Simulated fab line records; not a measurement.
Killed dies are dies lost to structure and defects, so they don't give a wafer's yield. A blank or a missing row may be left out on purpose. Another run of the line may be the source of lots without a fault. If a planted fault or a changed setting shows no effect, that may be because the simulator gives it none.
Matching of chambers | flow berkeley_cmos170 | 4 sister chambers for UCB170_V1_CMP_02 on cmp-01
The step polishes SiO2. 4 wafers are shown with their chamber, then 10 later ones without.

== WAFERS WITH THEIR CHAMBER ==
wafer  | chamber | motor_current_A (A)
L813.1 | 3       | 17.5
L813.2 | 2       | 14.9
L819.4 | 0       | 16.1
L819.5 | 1       | 20.3

== WAFERS WHOSE CHAMBER IS MISSING ==
wafer  | motor_current_A (A)
L819.6 | 16.8
L823.1 | 19.8
L823.2 | 14.7
L823.5 | 16.9
L820.2 | 15.3
L820.5 | 20.9
L820.6 | 17.1
L827.2 | 14.5
L827.4 | 15.8
L827.5 | 15.3

== WHICH CHAMBER EACH ONE RAN IN ==
wafer  | from the rows above     | in truth
L819.6 | can't be placed: 0 or 3 | 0
L823.1 | 1                       | 1
L823.2 | 2                       | 2
L823.5 | can't be placed: 3 or 0 | 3
L820.2 | can't be placed: 2 or 0 | 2
L820.5 | 1                       | 1
L820.6 | can't be placed: 3 or 0 | 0
L827.2 | 2                       | 2
L827.4 | can't be placed: 0 or 2 | 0
L827.5 | can't be placed: 2 or 0 | 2
Correctly placed: 4 of 10. From these rows, 6 cannot be placed; in 6 the true chamber is one of the candidates. 0 placed wrongly.
How it was worked out, from the rows above alone: a wafer's distance from a chamber is the root of the sum, over the readings, of the square of ((its reading less the chamber's mean) divided by the reading's scatter). If the next closest chamber is less than 2 further off than the closest, the wafer can't be placed; otherwise it belongs to the closest. Each chamber's mean is taken over the wafers shown for it. The scatter: root of mean squared gap, hidden wafer to nearest shown wafer, with one shown wafer a chamber.
